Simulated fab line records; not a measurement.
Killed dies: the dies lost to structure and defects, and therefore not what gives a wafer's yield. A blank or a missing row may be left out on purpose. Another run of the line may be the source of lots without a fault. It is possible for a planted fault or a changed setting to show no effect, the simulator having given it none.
Which tool did it? | flow berkeley cmos170 | 45 wafers sampled from 15 lots at 1 step of a route of 331

== WHAT EACH GAUGE READ, for each wafer ==
The record lacks any reading of a measuring or inspecting step that a usual standard deviation could be used to judge.

== TOOL THAT RAN EACH LOT (tool first, then ch and the chambers of the sampled wafers, then the start) ==
lot  | UCB170_NVT_IMPLANT_07
L718 | implanter-03 ch 0, day 6 20:29
L719 | implanter-02 ch 0, day 6 20:43
L723 | implanter-03 ch 0, day 7 07:52
L720 | implanter-01 ch 0, day 7 07:57
L722 | implanter-03 ch 0, day 7 08:26
L724 | implanter-03 ch 0, day 7 21:59
L725 | implanter-01 ch 0, day 7 22:08
L727 | implanter-02 ch 0, day 8 07:22
L730 | implanter-03 ch 0, day 9 05:02
L736 | implanter-02 ch 0, day 10 02:43
L735 | implanter-02 ch 0, day 10 02:55
L734 | implanter-02 ch 0, day 10 03:04
L739 | implanter-01 ch 0, day 10 20:19
L738 | implanter-03 ch 0, day 10 20:31
L740 | implanter-01 ch 0, day 11 04:32
- UCB170_NVT_IMPLANT_07

== WHAT THE TOOLS THEMSELVES READ (means of the sampled wafers that have a number; where no wafer has one, the mark that the record gives instead) ==
UCB170_NVT_IMPLANT_07.
lot  | tool         | tilt deg (degrees)
L718 | implanter-03 | 6.984
L719 | implanter-02 | 6.981
L723 | implanter-03 | 7.018
L720 | implanter-01 | 7.019
L722 | implanter-03 | 6.958
L724 | implanter-03 | 7.008
L725 | implanter-01 | 6.999
L727 | implanter-02 | 6.992
L730 | implanter-03 | 7.008
L736 | implanter-02 | 4.129
L735 | implanter-02 | 4.129
L734 | implanter-02 | 4.161
L739 | implanter-01 | 7.006
L738 | implanter-03 | 7.004
L740 | implanter-01 | 6.983

== THE ANSWER, worked out from the rows above alone ==
Rule: the usual values come from the lots themselves. The widest of any qualifying gaps counts: lots, ordered by their means at a reading, are off when they make up no more than a third of the lots, leave a main group of 4 or more, and stand apart from it by 3 or more times the standard deviation of that group's means. If all means in a main group match to the digits the tables above print for the reading, that group is not used. A lot without any number at a reading at which 4 lots or more have one is off too. All remaining lots with rows at the step are treated as sound. After the gauges, taken in route order, come the tools' own readings; for these a lot's mean is taken, as printed above. At the first step where some lot is off, the reading lying furthest off is the one used; lots without a number count as furthest.
Off at UCB170_NVT_IMPLANT_07 (tilt deg): L736, L735, L734. The main group: mean 6.997 degrees, standard deviation 0.017.
If a tool, at that step or one of the process steps before it, ran each lot that is off and ran no sound lot following the first of them, it fits. One candidate fits, namely implanter-02 at UCB170_NVT_IMPLANT_07. Its last sound lot is L727 (day 8 07:22), its first lot that is off L736 (day 10 02:43): a fault that began between those two fits.
The tool's own readings at UCB170_NVT_IMPLANT_07 bear it out: on the lots that are off they differ by more than 5 times the standard deviation of the sound lots' means. tilt deg reads 4.140 degrees there against 6.997 degrees on the sound lots.

== WHAT THE SIMULATOR HAD INSERTED ==
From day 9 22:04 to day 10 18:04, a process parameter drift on implanter-02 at UCB170_NVT_IMPLANT_07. From 7, the setting tilt deg moved by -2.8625. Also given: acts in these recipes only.
Struck lots among those shown: L736, L735, L734. The rule given above showed the same thing.
